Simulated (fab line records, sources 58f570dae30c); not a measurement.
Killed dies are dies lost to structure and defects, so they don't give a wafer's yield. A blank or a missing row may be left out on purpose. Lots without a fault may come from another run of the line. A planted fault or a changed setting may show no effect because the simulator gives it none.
Which tool did it? | flow berkeley_cmos170 | 14 lots, 42 wafers sampled, at 6 steps of a route of 331

WHAT THE GAUGES READ, wafer by wafer
UCB170_START_THK_MEAS_03. Usual: START_OXIDE_THK 20.1 nm, standard deviation 0.38.
lot  | measured    | on            | START_OXIDE_THK (nm) | flag
L886 | day 1 17:09 | film_metro-01 | 20.5 20.4 20.2       |
L887 | day 1 19:59 | film_metro-03 | 20.5 20.2 20.6       |
L888 | day 2 01:25 | film_metro-04 | 19.9 19.7 20.1       |
L889 | day 2 06:16 | film_metro-01 | 20.1 20.4 20.2       |
L890 | day 2 10:56 | film_metro-04 | 20.7 20.4 20.6       |
L891 | day 2 15:26 | film_metro-04 | 20.3 20.8 20.2       |
L892 | day 2 18:19 | film_metro-04 | 20.2 19.9 20.2       |
L894 | day 3 06:22 | film_metro-01 | 19.8 20.1 19.6       |
L895 | day 3 10:26 | film_metro-04 | 19.8 19.9 19.8       |
L899 | day 4 06:50 | film_metro-01 | 19.9 19.6 19.5       |
L902 | day 4 23:43 | film_metro-03 | 19.5 19.4 19.6       |
L903 | day 5 04:13 | film_metro-03 | 19.6 19.8 20.0       |
L904 | day 5 09:54 | film_metro-04 | 20.5 20.7 20.4       |
L906 | day 5 17:04 | film_metro-01 | 20.3 20.2 20.5       |

UCB170_SDANNEAL_RS_MEAS_03: measures by four-point-probe. Usual: NSD_RS 37.31 ohm/sq, standard deviation 0.081.
lot  | measured     | on            | NSD_RS (ohm/sq)   | flag
L886 | day 7 05:07  | film_metro-01 | 37.36 37.40 37.36 |
L887 | day 7 05:17  | film_metro-03 | 37.22 37.25 37.29 |
L888 | day 7 06:00  | film_metro-04 | 37.37 37.34 37.34 |
L889 | day 7 05:36  | film_metro-01 | 37.29 37.22 37.33 |
L890 | day 7 05:06  | film_metro-04 | 37.18 37.30 37.34 |
L891 | day 7 17:27  | film_metro-01 | 37.39 37.36 37.34 |
L892 | day 8 00:56  | film_metro-03 | 37.17 37.35 37.24 |
L894 | day 8 22:41  | film_metro-01 | 37.32 37.42 37.44 |
L895 | day 8 22:23  | film_metro-03 | 37.37 37.31 37.36 |
L899 | day 9 07:29  | film_metro-03 | 37.30 37.26 37.24 |
L902 | day 10 02:44 | film_metro-04 | 36.91 36.96 37.02 | OFF
L903 | day 10 13:55 | film_metro-04 | 36.97 36.99 36.96 | OFF
L904 | day 10 13:49 | film_metro-03 | 37.35 37.42 37.34 |
L906 | day 10 14:23 | film_metro-03 | 37.28 37.21 37.23 |

UCB170_V2_OVL_MEAS_13. Usual: V2_OVL 4 nm, standard deviation 4.5.
lot  | measured     | on         | V2_OVL (nm) | flag
L886 | day 8 01:44  | overlay-02 | 7 3 9       |
L887 | day 8 00:20  | overlay-02 | 4 6 3       |
L888 | day 8 02:42  | overlay-02 | 4 9 7       |
L889 | day 8 02:00  | overlay-02 | 1 2 9       |
L890 | day 8 01:10  | overlay-01 | 1 0 1       |
L891 | day 8 13:30  | overlay-02 | -3 0 0      |
L892 | day 9 03:03  | overlay-01 | -1 2 -2     |
L894 | day 9 17:41  | overlay-01 | 10 10 12    |
L895 | day 9 17:22  | overlay-01 | 8 2 0       |
L899 | day 10 04:48 | overlay-02 | -5 9 3      |
L902 | day 11 00:34 | overlay-02 | -1 -6 1     |
L903 | day 11 09:53 | overlay-01 | 2 5 2       |
L904 | day 11 09:38 | overlay-02 | 7 -1 6      |
L906 | day 11 14:08 | overlay-02 | 5 0 11      |

WHICH TOOL RAN EACH LOT (tool, then ch and the chambers of the sampled wafers, then the start)
lot  | UCB170_GATE_ETCH_14               | UCB170_NSD_IMPLANT_08           | UCB170_NSD_STRIP_09
L886 | rie_diel-02 ch 0,1,2, day 6 16:17 | implanter-02 ch 0, day 7 03:03  | plasma_asher-01 ch 0,1, day 7 03:11
L887 | rie_diel-03 ch 0,1, day 6 16:10   | implanter-04 ch 0, day 7 03:18  | plasma_asher-01 ch 0,1, day 7 03:27
L888 | rie_diel-03 ch 0,2,3, day 6 16:26 | implanter-03 ch 0, day 7 03:38  | plasma_asher-01 ch 0,1, day 7 03:47
L889 | rie_diel-04 ch 0,2,3, day 6 16:29 | implanter-02 ch 0, day 7 03:25  | plasma_asher-03 ch 0,1, day 7 03:32
L890 | rie_diel-04 ch 0,1,2, day 6 16:10 | implanter-03 ch 0, day 7 03:09  | plasma_asher-03 ch 0,1, day 7 03:18
L891 | rie_diel-02 ch 1,3, day 7 05:31   | implanter-04 ch 0, day 7 15:49  | plasma_asher-02 ch 0,1, day 7 15:57
L892 | rie_diel-04 ch 1,2,3, day 7 12:54 | implanter-03 ch 0, day 7 23:02  | plasma_asher-01 ch 0,1, day 7 23:11
L894 | rie_diel-02 ch 0,1,3, day 8 00:40 | implanter-04 ch 0, day 8 20:32  | plasma_asher-02 ch 0,1, day 8 20:39
L895 | rie_diel-03 ch 1,2,3, day 8 00:23 | implanter-03 ch 0, day 8 20:14  | plasma_asher-03 ch 0,1, day 8 20:23
L899 | rie_diel-02 ch 0,1,3, day 8 16:53 | implanter-03 ch 0, day 9 05:40  | plasma_asher-02 ch 0,1, day 9 05:46
L902 | rie_diel-03 ch 2,3, day 9 11:35   | implanter-03 ch 0, day 10 00:43 | plasma_asher-03 ch 0,1, day 10 00:50
L903 | rie_diel-03 ch 2,3, day 9 21:54   | implanter-03 ch 0, day 10 12:17 | plasma_asher-02 ch 0,1, day 10 12:26
L904 | rie_diel-03 ch 0,1, day 9 22:12   | implanter-04 ch 0, day 10 12:11 | plasma_asher-03 ch 0, day 10 12:19
L906 | rie_diel-02 ch 1,2, day 9 22:05   | implanter-04 ch 0, day 10 12:34 | plasma_asher-01 ch 0,1, day 10 12:41
- UCB170_GATE_ETCH_14: etches BARC in N2/H2.
- UCB170_NSD_IMPLANT_08
- UCB170_NSD_STRIP_09: strips in O2.

WHAT THE TOOLS THEMSELVES READ (means of the sampled wafers that have a number; where no wafer has one, the mark that the record gives instead)
UCB170_GATE_ETCH_14. Usual: drypump_motor_current_A 5.7 A, standard deviation 0.4; h2_flow_sccm 200.0 sccm, standard deviation 0.58; oes_product_au 0.996 a.u., standard deviation 0.016; throttle_valve_pct 13.26 %, standard deviation 0.1.
lot  | tool        | drypump_motor_current_A (A) | h2_flow_sccm (sccm) | oes_product_au (a.u.) | throttle_valve_pct (%) | flag
L886 | rie_diel-02 | 5.7                         | 200.3               | 0.994                 | 13.21                  |
L887 | rie_diel-03 | 5.4                         | 199.8               | 0.973                 | 13.25                  |
L888 | rie_diel-03 | 5.4                         | 200.1               | 0.990                 | 13.29                  |
L889 | rie_diel-04 | 5.9                         | 200.0               | 1.018                 | 13.26                  |
L890 | rie_diel-04 | 6.1                         | 200.0               | 1.018                 | 13.22                  |
L891 | rie_diel-02 | 6.0                         | 200.1               | 0.993                 | 13.37                  |
L892 | rie_diel-04 | 6.1                         | 200.2               | 1.006                 | 13.21                  |
L894 | rie_diel-02 | 5.8                         | 199.4               | 0.989                 | 13.30                  |
L895 | rie_diel-03 | 5.7                         | 200.2               | 0.987                 | 13.29                  |
L899 | rie_diel-02 | 5.8                         | 199.7               | 0.988                 | 13.31                  |
L902 | rie_diel-03 | 5.5                         | 200.2               | 1.001                 | 13.29                  |
L903 | rie_diel-03 | 5.5                         | 200.6               | 1.004                 | 13.28                  |
L904 | rie_diel-03 | 5.4                         | 199.3               | 0.967                 | 13.25                  |
L906 | rie_diel-02 | 6.0                         | 199.5               | 0.988                 | 13.30                  |

UCB170_NSD_IMPLANT_08. Usual: beam_energy_keV 39.998, standard deviation 0.011; dose_ions_cm2 3e+15, standard deviation 3.2e+12.
lot  | tool         | beam_energy_keV | dose_ions_cm2 | flag
L886 | implanter-02 | 39.974          | 3e+15         |
L887 | implanter-04 | 39.988          | 3e+15         |
L888 | implanter-03 | 40.011          | 3e+15         |
L889 | implanter-02 | 40.005          | 3e+15         |
L890 | implanter-03 | 39.995          | 3e+15         |
L891 | implanter-04 | 40.012          | 3e+15         |
L892 | implanter-03 | 39.999          | 3e+15         |
L894 | implanter-04 | 39.995          | 3e+15         |
L895 | implanter-03 | 39.989          | 3e+15         |
L899 | implanter-03 | 40.011          | 3e+15         |
L902 | implanter-03 | 41.072          | 3e+15         | OFF
L903 | implanter-03 | 41.058          | 3e+15         | OFF
L904 | implanter-04 | 39.997          | 3e+15         |
L906 | implanter-04 | 40.003          | 3e+15         |

UCB170_NSD_STRIP_09. Usual: drypump_motor_current_A 5.7 A, standard deviation 0.38; oes_product_au 0.534 a.u., standard deviation 0.0045; strip_time_to_endpoint_s 35.82 s, standard deviation 0.06.
lot  | tool            | drypump_motor_current_A (A) | oes_product_au (a.u.) | strip_time_to_endpoint_s (s) | flag
L886 | plasma_asher-01 | 6.2                         | 0.532                 | 35.84                        |
L887 | plasma_asher-01 | 6.2                         | 0.529                 | 35.78                        |
L888 | plasma_asher-01 | 6.0                         | 0.530                 | 35.83                        |
L889 | plasma_asher-03 | 5.5                         | 0.535                 | 35.77                        |
L890 | plasma_asher-03 | 5.5                         | 0.539                 | 35.85                        |
L891 | plasma_asher-02 | 5.6                         | 0.535                 | 35.84                        |
L892 | plasma_asher-01 | 6.0                         | 0.531                 | 35.79                        |
L894 | plasma_asher-02 | 5.6                         | 0.534                 | 35.80                        |
L895 | plasma_asher-03 | 5.5                         | 0.535                 | 35.85                        |
L899 | plasma_asher-02 | 5.4                         | 0.534                 | 35.80                        |
L902 | plasma_asher-03 | 5.5                         | 0.527                 | 36.21                        | OFF
L903 | plasma_asher-02 | 5.4                         | 0.530                 | 36.21                        | OFF
L904 | plasma_asher-03 | 5.5                         | 0.536                 | 35.84                        |
L906 | plasma_asher-01 | 6.0                         | 0.531                 | 35.93                        |

THE ANSWER, worked out from the rows above alone
Rule: a lot is off if the mean of its wafers that have a number lies more than 3 standard deviations from the usual mean. A lot without any number at a reading at which 4 lots or more have one is off too. The other lots that the step has rows for count as sound. The gauges are gone through in route order, then the tools' own readings, and for those a lot's mean is taken as printed above. The first step at which some lot is off is used, and at that step the reading that is off furthest; a lot without a number counts as furthest.
Off: L902, L903, at UCB170_SDANNEAL_RS_MEAS_03 (NSD_RS).
A tool fits if, at a process step before that reading, it ran every lot that is off, and no sound lot after the first of them. The gauges at UCB170_SDANNEAL_RS_MEAS_03 aren't tried: what is off there is off at UCB170_NSD_IMPLANT_08 too, on other tools, and a gauge's error can't cause that. One fits: implanter-03 at UCB170_NSD_IMPLANT_08. Its last sound lot is L899 (day 9 05:40), its first lot that is off L902 (day 10 00:43): a fault that began between those two fits.
The tool's own readings at UCB170_NSD_IMPLANT_08 bear it out: on the lots that are off they differ by more than 5 times the standard deviation of the sound lots' means. beam_energy_keV reads 41.065 there against 39.998 on the sound lots.

WHAT THE SIMULATOR HAD PUT IN
Process parameter drift: implanter-03, from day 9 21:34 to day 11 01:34, at UCB170_NSD_IMPLANT_08. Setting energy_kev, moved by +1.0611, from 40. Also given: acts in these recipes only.
Lots struck among those shown: L902, L903. The rule above found the same.
